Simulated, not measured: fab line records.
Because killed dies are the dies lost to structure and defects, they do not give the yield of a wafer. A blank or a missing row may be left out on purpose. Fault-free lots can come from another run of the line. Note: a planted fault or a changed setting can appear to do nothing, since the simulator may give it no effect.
Chamber matching :: flow rit cmos :: RIT_GATE_ETCH_19 on rie si-02 has 4 sister chambers
The step etches poly-Si in SF6/CHF3/O2, stops on SiO2, time 165 s, target depth 312.5 nm. 14 wafers are shown with their chamber, then 7 later ones without.

== WAFERS PAIRED WITH THEIR CHAMBERS ==
wafer: L729.2
chamber: 3
throttle valve pct (%): 10.47
drypump motor current A (A): 5.7
rf fwd power W (W): 158.8

wafer: L729.4
chamber: 1
throttle valve pct (%): 10.33
drypump motor current A (A): 5.3
rf fwd power W (W): 159.0

wafer: L729.6
chamber: 1
throttle valve pct (%): 10.34
drypump motor current A (A): 5.3
rf fwd power W (W): 159.0

wafer: L731.1
chamber: 3
throttle valve pct (%): 10.46
drypump motor current A (A): 5.6
rf fwd power W (W): 158.2

wafer: L731.3
chamber: 0
throttle valve pct (%): 10.26
drypump motor current A (A): 5.9
rf fwd power W (W): 159.9

wafer: L731.4
chamber: 2
throttle valve pct (%): 10.39
drypump motor current A (A): 5.3
rf fwd power W (W): 159.2

wafer: L733.2
chamber: 0
throttle valve pct (%): 10.28
drypump motor current A (A): 5.9
rf fwd power W (W): 158.6

wafer: L733.4
chamber: 2
throttle valve pct (%): 10.39
drypump motor current A (A): 5.3
rf fwd power W (W): 160.0

wafer: L733.5
chamber: 1
throttle valve pct (%): 10.32
drypump motor current A (A): 5.3
rf fwd power W (W): 159.1

wafer: L735.1
chamber: 0
throttle valve pct (%): 10.28
drypump motor current A (A): 5.9
rf fwd power W (W): 159.2

wafer: L735.4
chamber: 1
throttle valve pct (%): 10.33
drypump motor current A (A): 5.3
rf fwd power W (W): 159.7

wafer: L735.6
chamber: 0
throttle valve pct (%): 10.27
drypump motor current A (A): 5.8
rf fwd power W (W): 159.0

wafer: L739.1
chamber: 2
throttle valve pct (%): 10.40
drypump motor current A (A): 5.3
rf fwd power W (W): 159.7

wafer: L739.2
chamber: 3
throttle valve pct (%): 10.47
drypump motor current A (A): 5.6
rf fwd power W (W): 158.5

SIGNATURES (means of the wafers above)
reading: throttle valve pct
chamber 0: 10.2725
chamber 1: 10.3300
chamber 2: 10.3933
chamber 3: 10.4667
scatter within a chamber: 0.0078

reading: drypump motor current A
chamber 0: 5.875
chamber 1: 5.300
chamber 2: 5.300
chamber 3: 5.633
scatter within a chamber: 0.0376

reading: rf fwd power W
chamber 0: 159.175
chamber 1: 159.200
chamber 2: 159.633
chamber 3: 158.500
scatter within a chamber: 0.416
Rule: for each reading, subtract the chamber's mean from the wafer's reading, divide by that reading's scatter and square the result; add these up over the readings and take the root, which gives the wafer's distance from the chamber. If the next closest chamber is less than 2 further off than the closest, the wafer can't be placed; otherwise it belongs to the closest. The scatter: the root of (the sum of the squares of (reading less its chamber's mean) over the shown wafers, divided by (wafers less chambers)).

== WAFERS WITH NO CHAMBER GIVEN ==
wafer: L739.3
throttle valve pct (%): 10.33
drypump motor current A (A): 5.3
rf fwd power W (W): 159.3

wafer: L743.1
throttle valve pct (%): 10.32
drypump motor current A (A): 5.3
rf fwd power W (W): 159.5

wafer: L743.2
throttle valve pct (%): 10.26
drypump motor current A (A): 5.9
rf fwd power W (W): 159.7

wafer: L743.5
throttle valve pct (%): 10.25
drypump motor current A (A): 5.9
rf fwd power W (W): 158.9

wafer: L749.4
throttle valve pct (%): 10.35
drypump motor current A (A): 5.3
rf fwd power W (W): 159.2

wafer: L749.5
throttle valve pct (%): 10.48
drypump motor current A (A): 5.6
rf fwd power W (W): 159.2

wafer: L749.6
throttle valve pct (%): 10.26
drypump motor current A (A): 5.9
rf fwd power W (W): 159.6

== THE CHAMBER EACH PASSED THROUGH ==
wafer: L739.3
from the rows above: 1
in truth: 1

wafer: L743.1
from the rows above: 1
in truth: 1

wafer: L743.2
from the rows above: 0
in truth: 0

wafer: L743.5
from the rows above: 0
in truth: 0

wafer: L749.4
from the rows above: 1
in truth: 1

wafer: L749.5
from the rows above: 3
in truth: 3

wafer: L749.6
from the rows above: 0
in truth: 0
Correctly placed: 7 of 7. Number that these rows cannot place: 0. Placed wrongly: 0.
